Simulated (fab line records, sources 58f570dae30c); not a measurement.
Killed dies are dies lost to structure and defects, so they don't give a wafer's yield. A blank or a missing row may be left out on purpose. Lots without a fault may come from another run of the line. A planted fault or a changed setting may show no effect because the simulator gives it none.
fab line records | flow berkeley_cmos170
record lots=15 wafers=45 last_day=11
route steps=331 shown PLDD@156 SPACER@171 SDANNEAL@205 CONTACT@222
lots that met no fault: from a run of the same line without faults
start_h: hours from the record's first day to the start of the lot's first wafer shown | wait_h: hours since the lot's step before | " the same as in the row above | L1.1+2: a row that stands for several wafers | - no value, or no start given | * or withheld: withheld | < > ~ a bound
route shown NAME@n: a module of which the file shows steps, and the number in the route of the first | usual: mean/standard deviation of fault-free wafers | same: alike in all rows | chamber/n: place in a boat | sites: the reading at each site | _std_site: their standard deviation | _edge_site: outer sites' mean less inner sites' | radius_mm: how far each site lies from the wafer's centre | mask NAME#n: copy n | behind: the tool/chamber that last shaped the wafer | hold: why the lot was held/for how many hours/how that ended | device: the transistor (n, p or np) that didn't switch | end of line: the same wafers' tests at the end of the route | a step without rows: its recipe alone | killed: dies lost to structure and defects at the first sort, not the wafer's yield | map: a wafer's dies, x killed, . not, _ none there
set.NAME: the setting as run; set.NAME@STEP: as run at that earlier step | model.NAME: the simulator's own value behind a step, which no gauge read
steps of the route over a sample of lots; a table a step, a row a wafer
services: from which hour (start_h, from the record's first day; less than 0 if before it) a tool's chamber was out of use, for how many hours, and why
## steps
# step UCB170_PLDD_TW_MEAS_11
# usual PLDD_TW=1006/5.2
# columns lot.wafer tool chamber start_h wait_h PLDD_TW
L488.1 film_metro-02 - 130.24 0.1 1008
L488.2 " - " " 1013
L488.4 " - " " 1009
L489.2 film_metro-04 - 134.62 0.1 1010
L489.4 " - " " 1004
L489.5 " - " " 998
L490.1 film_metro-04 - 134.72 0.1 1014
L490.3 " - " " 1007
L490.6 " - " " 1011
L495.3 film_metro-03 - 158.19 0.1 1013
L495.5 " - " " 1014
L495.6 " - " " 1008
L497.1 film_metro-03 - 165.66 0.1 1014
L497.2 " - " " 1016
L497.6 " - " " 1014
L496.2 film_metro-02 - 165.75 0.1 998
L496.4 " - " " 1001
L496.5 " - " " 1003
L502.1 film_metro-03 - 186.55 0.1 1005
L502.3 " - " " 1006
L502.6 " - " " 1013
L500.2 film_metro-03 - 186.91 0.1 1004
L500.4 " - " " 1006
L500.6 " - " " 1009
L501.1 film_metro-02 - 187.05 0.1 999
L501.5 " - " " 994
L501.6 " - " " 998
L503.1 film_metro-04 - 195.24 0.1 1007
L503.5 " - " " 1003
L503.6 " - " " 1003
L504.2 film_metro-03 - 210.82 0.1 1011
L504.4 " - " " 1010
L504.5 " - " " 1010
L509.1 film_metro-04 - 220.41 0.1 1002
L509.2 " - " " 1009
L509.3 " - " " 1006
L508.2 film_metro-04 - 221.42 0.1 1005
L508.4 " - " " 998
L508.5 " - " " 999
L510.1 film_metro-03 - 221.49 0.1 1003
L510.2 " - " " 1004
L510.4 " - " " 1009
L511.2 film_metro-02 - 227.05 0.1 1007
L511.3 " - " " 1010
L511.4 " - " " 1015
# step UCB170_SPACER_CVD_00
# recipe material=SiO2 target_thk_nm=376 temp_c=390 precursor=TEOS/O2 time_s=47 rf_w=550 pressure_mtorr=9000
# usual heater_power_w=281/45
# columns lot.wafer tool chamber start_h wait_h heater_power_w
L488.1 pecvd-02 2 132.40 0.0 320
L488.2 " 1 " " 295
L488.4 " 0 " " 316
L489.2 pecvd-02 2 136.60 0.0 294
L489.4 " 2 " " 306
L489.5 " 0 " " 277
L490.1 pecvd-04 0 136.89 0.0 267
L490.3 " 2 " " 387
L490.6 " 0 " " 285
L495.3 pecvd-01 2 160.34 0.0 303
L495.5 " 1 " " 309
L495.6 " 0 " " 285
L497.1 pecvd-04 2 168.08 0.0 366
L497.2 " 1 " " 238
L497.6 " 1 " " 245
L496.2 pecvd-04 0 168.30 0.0 271
L496.4 " 1 " " 172
L496.5 " 2 " " 318
L502.1 pecvd-04 2 188.70 0.0 355
L502.3 " 1 " " 225
L502.6 " 1 " " 243
L500.2 pecvd-01 2 189.29 0.0 368
L500.4 " 2 " " 378
L500.6 " 0 " " 324
L501.1 pecvd-04 1 189.37 0.0 258
L501.5 " 2 " " 369
L501.6 " 0 " " 212
L503.1 pecvd-04 1 197.86 0.0 196
L503.5 " 0 " " 207
L503.6 " 2 " " 323
L504.2 pecvd-04 0 213.22 0.0 274
L504.4 " 1 " " 222
L504.5 " 0 " " 282
L509.1 pecvd-02 2 223.65 0.0 239
L509.2 " 0 " " 313
L509.3 " 1 " " 303
L508.2 pecvd-01 2 224.28 0.0 326
L508.4 " 1 " " 274
L508.5 " 2 " " 334
L510.1 pecvd-02 2 224.37 0.0 300
L510.2 " 0 " " 227
L510.4 " 1 " " 244
L511.2 pecvd-02 2 229.60 0.0 276
L511.3 " 0 " " 255
L511.4 " 2 " " 295
# step UCB170_SDANNEAL_RTA_01
# recipe temp_c=1050 time_s=5 ambient=N2
# usual anneal_temp_c_max=1055.9/1 chamber_o2_ppm=2.007/0.023 lamp_power_pct=39/5.1 wafer_temp_C_max=1058.2/2.2
# columns lot.wafer tool chamber start_h wait_h anneal_temp_c_max chamber_o2_ppm lamp_power_pct wafer_temp_C_max
L489.2 rtp_anneal-01 0 146.38 0.1 1055.8 1.991 45 1057.6
L489.4 " 0 " " 1055.0 2.008 45 1055.7
L489.5 " 0 " " 1055.3 1.975 45 1055.0
L488.1 rtp_anneal-02 0 146.58 0.1 1057.5 2.032 34 1057.8
L488.2 " 0 " " 1057.9 2.038 34 1060.4
L488.4 " 0 " " 1055.2 2.008 34 1059.3
L490.1 rtp_anneal-02 0 147.22 0.1 1055.5 2.019 34 1062.4
L490.3 " 0 " " 1056.4 2.015 34 1060.8
L490.6 " 0 " " 1055.7 2.020 34 1058.9
L495.3 rtp_anneal-02 0 168.68 0.1 1055.8 1.986 34 1057.2
L495.5 " 0 " " 1055.4 2.005 34 1060.3
L495.6 " 0 " " 1054.5 1.984 34 1058.9
L496.2 rtp_anneal-01 0 177.99 0.1 1055.8 2.007 45 1055.6
L496.4 " 0 " " 1057.4 2.010 45 1055.2
L496.5 " 0 " " 1055.0 2.004 45 1054.9
L497.1 rtp_anneal-02 0 178.97 0.1 1055.9 2.036 34 1058.4
L497.2 " 0 " " 1059.3 2.016 34 1058.6
L497.6 " 0 " " 1055.6 1.995 34 1061.7
L502.1 rtp_anneal-02 0 197.69 0.1 1055.3 2.022 34 1060.7
L502.3 " 0 " " 1055.8 1.980 34 1059.6
L502.6 " 0 " " 1058.6 1.999 34 1059.7
L500.2 rtp_anneal-01 0 198.15 0.1 1054.4 2.046 45 1058.3
L500.4 " 0 " " 1056.4 2.005 45 1055.8
L500.6 " 0 " " 1057.0 2.005 45 1057.7
L501.1 rtp_anneal-02 0 198.58 0.1 1055.6 2.023 34 1058.0
L501.5 " 0 " " 1057.9 1.990 34 1059.0
L501.6 " 0 " " 1057.2 1.987 34 1058.0
L503.1 rtp_anneal-01 - 208.21 0.1 - - - -
L503.5 " - " " - - - -
L503.6 " - " " - - - -
L504.2 rtp_anneal-02 - 224.78 0.1 - - - -
L504.4 " - " " - - - -
L504.5 " - " " - - - -
L509.1 rtp_anneal-01 - 234.66 0.1 - - - -
L509.2 " - " " - - - -
L509.3 " - " " - - - -
L508.2 rtp_anneal-01 0 235.05 0.1 1054.6 1.968 45 1056.4
L508.4 " 0 " " 1054.2 1.992 45 1058.9
L508.5 " 0 " " 1055.5 2.007 45 1056.5
L510.1 rtp_anneal-01 0 235.48 0.1 1054.7 2.025 45 1056.9
L510.2 " 0 " " 1055.9 2.031 45 1056.4
L510.4 " 0 " " 1056.6 2.027 45 1056.0
L511.2 rtp_anneal-01 0 238.72 0.1 1058.3 2.059 45 1056.6
L511.3 " 0 " " 1055.7 2.072 45 1056.3
L511.4 " 0 " " 1055.4 2.065 45 1060.0
# step UCB170_CONTACT_STRIP_06
# recipe chemistry=O2 power_w=400 pressure_mtorr=3500 platen_temp_c=withheld o2_flow_sccm=400 overash_fraction=0.5
# usual chamber_pressure_mTorr=3500.1/2.9 drypump_motor_current_A=5.8/0.37 oes_product_au=0.734/0.0044 strip_time_to_endpoint_s=21.97/0.046
# columns lot.wafer tool chamber start_h wait_h chamber_pressure_mTorr drypump_motor_current_A oes_product_au rf_hours_counter_h strip_time_to_endpoint_s
L489.2 plasma_asher-04 0 149.95 0.1 3499.7 6.0 0.734 36 21.95
L489.4 " 1 " " 3502.0 6.3 0.728 - 21.96
L489.5 " 1 " " 3503.0 6.2 0.740 - 22.02
L488.1 plasma_asher-03 0 153.01 0.1 3500.1 5.6 0.733 4 22.02
L488.2 " 1 " " 3500.9 6.1 0.737 4 22.06
L488.4 " 1 " " 3500.9 6.1 0.738 - 21.99
L490.1 plasma_asher-01 1 153.01 0.1 3498.9 5.8 0.727 44 21.91
L490.3 " 1 " " 3499.8 5.8 0.733 - 21.99
L490.6 " 0 " " 3497.9 5.1 0.733 - 21.93
L495.3 plasma_asher-03 0 172.71 0.1 3501.7 5.7 0.732 - 21.94
L495.5 " 0 " " 3504.2 5.7 0.740 - 21.89
L495.6 " 1 " " 3503.0 6.1 0.741 - 21.96
L497.1 plasma_asher-03 1 183.12 0.1 3496.5 6.1 0.736 8 22.01
L497.2 " 0 " " 3501.4 5.6 0.729 8 21.98
L497.6 " 0 " " 3500.8 5.7 0.742 - 21.92
L496.2 plasma_asher-01 0 183.20 0.1 3500.1 5.1 0.728 48 22.01
L496.4 " 1 " " 3499.3 5.8 0.735 - 22.06
L496.5 " 1 " " 3503.3 5.8 0.740 - 22.03
L502.1 plasma_asher-04 0 203.81 0.1 3502.2 6.0 0.730 42 21.92
L502.3 " 1 " " 3505.3 6.3 0.733 - 21.96
L502.6 " 1 " " 3501.3 6.3 0.730 - 21.88
L500.2 plasma_asher-04 0 204.02 0.1 3496.6 6.0 0.722 42 21.88
L500.4 " 1 " " 3502.1 6.3 0.734 - 21.98
L500.6 " 1 " " 3504.7 6.3 0.730 - 21.96
L501.1 plasma_asher-01 0 204.26 0.1 3504.3 5.1 0.738 50 21.92
L501.5 " 0 " " 3496.8 5.1 0.733 - 22.00
L501.6 " 1 " " 3502.5 5.8 0.732 - 21.96
L508.2 plasma_asher-04 1 239.98 0.1 3502.0 6.3 0.731 47 21.92
L508.4 " 0 " " 3498.1 6.0 0.733 - 22.01
L508.5 " 0 " " 3501.7 6.0 0.734 - 21.92
L510.1 plasma_asher-03 1 239.98 0.1 3501.7 6.1 0.736 15 21.97
L510.2 " 0 " " 3500.1 5.6 0.729 15 21.94
L510.4 " 1 " " 3497.0 6.1 0.740 - 21.95
L511.2 plasma_asher-03 0 242.18 0.1 3502.0 5.7 0.724 15 21.88
L511.3 " 0 " " 3499.4 5.6 0.737 - 22.03
L511.4 " 1 " " 3500.1 6.0 0.733 - 21.94
## services
# columns tool chamber start_h hours kind
plasma_asher-03 - 108.75 9.0 pm
plasma_asher-03 0 108.75 9.0 vent_cycle
plasma_asher-03 1 108.75 9.0 vent_cycle
plasma_asher-03 0 117.75 - clean
plasma_asher-03 1 117.75 - clean
pecvd-01 - 135.50 14.0 pm
pecvd-01 0 135.50 14.0 vent_cycle
pecvd-01 1 135.50 14.0 vent_cycle
pecvd-01 2 135.50 14.0 vent_cycle
pecvd-04 0 148.71 10.4 repair
pecvd-01 0 149.50 - clean
pecvd-01 1 149.50 - clean
pecvd-01 2 149.50 - clean
pecvd-04 0 183.34 2.0 repair
pecvd-04 - 191.72 0.5 repair
pecvd-02 - 236.46 4.9 repair
## key
first_sign step=UCB170_SDANNEAL_RTA_01 reading=tool_record direction=missing
effect none on later readings
met_at UCB170_SDANNEAL_RTA_01
struck_lots L503,L504,L509
later_rows_left_out L503.1,L503.5,L503.6,L504.2,L504.4,L504.5,L509.1,L509.2,L509.3
sort_left_out L503.1,L503.5,L503.6,L504.2,L504.4,L504.5,L509.1,L509.2,L509.3
tester_left_out L503,L504,L509
not_acting_at UCB170_PLDD_TW_MEAS_11,UCB170_SPACER_CVD_00,UCB170_CONTACT_STRIP_06
onset_between 198.58 208.21
fault kind=skipped_step_whole tool=rtp_anneal-01,rtp_anneal-02 chamber=- onset_h=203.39 steps=UCB170_SDANNEAL_RTA_01 scope=struck_lots_only
# tester_left_out: of these lots the tester's yield and bins aren't shown, on N5 and GAA mostly nor the transistor test; their killed dies are dies lost to structure and defects alone, not to doping, threshold or leakage, so they don't give the yield
# sort_left_out: the simulated sort isn't trusted on such a fault, so these wafers' sort isn't shown, and their yield isn't known
# later_rows_left_out: the simulator's readings of these wafers behind a module that went badly wrong aren't trusted and aren't shown, but for the sort
